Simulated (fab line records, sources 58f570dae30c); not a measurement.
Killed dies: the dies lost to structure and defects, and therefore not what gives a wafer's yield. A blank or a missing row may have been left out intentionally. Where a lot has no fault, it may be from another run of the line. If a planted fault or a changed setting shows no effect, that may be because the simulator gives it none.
Which of the tools did it? || flow berkeleyCmos170 || 18 wafers from 6 lots sampled at 3 of the route's 331 steps

== WHAT THE GAUGES READ, wafer by wafer ==
UCB170_PWELL_TW_MEAS_17.
{"lot": "L816", "measured": "day 3 05:41", "on": "filmMetro-04", "PWELL_TW": "379.4 377.1 379.6"}
{"lot": "L819", "measured": "day 3 23:36", "on": "filmMetro-03", "PWELL_TW": "382.8 379.5 384.0"}
{"lot": "L826", "measured": "day 5 06:51", "on": "filmMetro-02", "PWELL_TW": "379.8 382.1 382.2"}
{"lot": "L833", "measured": "day 6 13:39", "on": "filmMetro-02", "PWELL_TW": "382.5 385.8 384.6"}
{"lot": "L834", "measured": "day 6 23:46", "on": "filmMetro-03", "PWELL_TW": "380.6 380.2 384.2"}
{"lot": "L837", "measured": "day 7 11:23", "on": "filmMetro-02", "PWELL_TW": "385.1 386.2 383.3"}

== WHICH TOOL RAN EACH LOT (tool, then ch and the chambers of the sampled wafers, then the start) ==
{"lot": "L816", "UCB170_NWELL_STRIP_15": "plasmaAsher-03 ch 0,1, day 2 11:27", "UCB170_PWELL_ETCH_14": "rieDiel-03 ch 0,2,3, day 3 05:20"}
{"lot": "L819", "UCB170_NWELL_STRIP_15": "plasmaAsher-02 ch 0,1, day 3 01:09", "UCB170_PWELL_ETCH_14": "rieDiel-03 ch 0,1,3, day 3 23:14"}
{"lot": "L826", "UCB170_NWELL_STRIP_15": "plasmaAsher-02 ch 0,1, day 4 12:19", "UCB170_PWELL_ETCH_14": "rieDiel-03 ch 0,2,3, day 5 06:29"}
{"lot": "L833", "UCB170_NWELL_STRIP_15": "plasmaAsher-01 ch 0, day 5 20:26", "UCB170_PWELL_ETCH_14": "rieDiel-01 ch 0,2,3, day 6 13:18"}
{"lot": "L834", "UCB170_NWELL_STRIP_15": "plasmaAsher-03 ch 0,1, day 6 04:21", "UCB170_PWELL_ETCH_14": "rieDiel-02 ch 0,1,3, day 6 21:31"}
{"lot": "L837", "UCB170_NWELL_STRIP_15": "plasmaAsher-03 ch 0,1, day 6 19:24", "UCB170_PWELL_ETCH_14": "rieDiel-03 ch 1,2,3, day 7 11:01"}
- UCB170_NWELL_STRIP_15: strips in O2.
- UCB170_PWELL_ETCH_14: etches Si3N4 in CH3F/Ar/O2, stops on SiO2, target depth 242 nm, time 151 s.

== THE ANSWER, worked out from the rows above alone ==
Rule: the usual values come from the lots themselves. The widest of any qualifying gaps counts: lots, ordered by their means at a reading, are off when they make up no more than a third of the lots, leave a main group of 4 or more, and stand apart from it by 3 or more times the standard deviation of that group's means. If all means in a main group match to the digits the tables above print for the reading, that group is not used. A lot without any number at a reading at which 4 lots or more have one is off too. The other lots that the step has rows for count as sound.
No lot is off at any reading shown: from this, nothing can be told.

== WHAT THE SIMULATOR PUT IN ==
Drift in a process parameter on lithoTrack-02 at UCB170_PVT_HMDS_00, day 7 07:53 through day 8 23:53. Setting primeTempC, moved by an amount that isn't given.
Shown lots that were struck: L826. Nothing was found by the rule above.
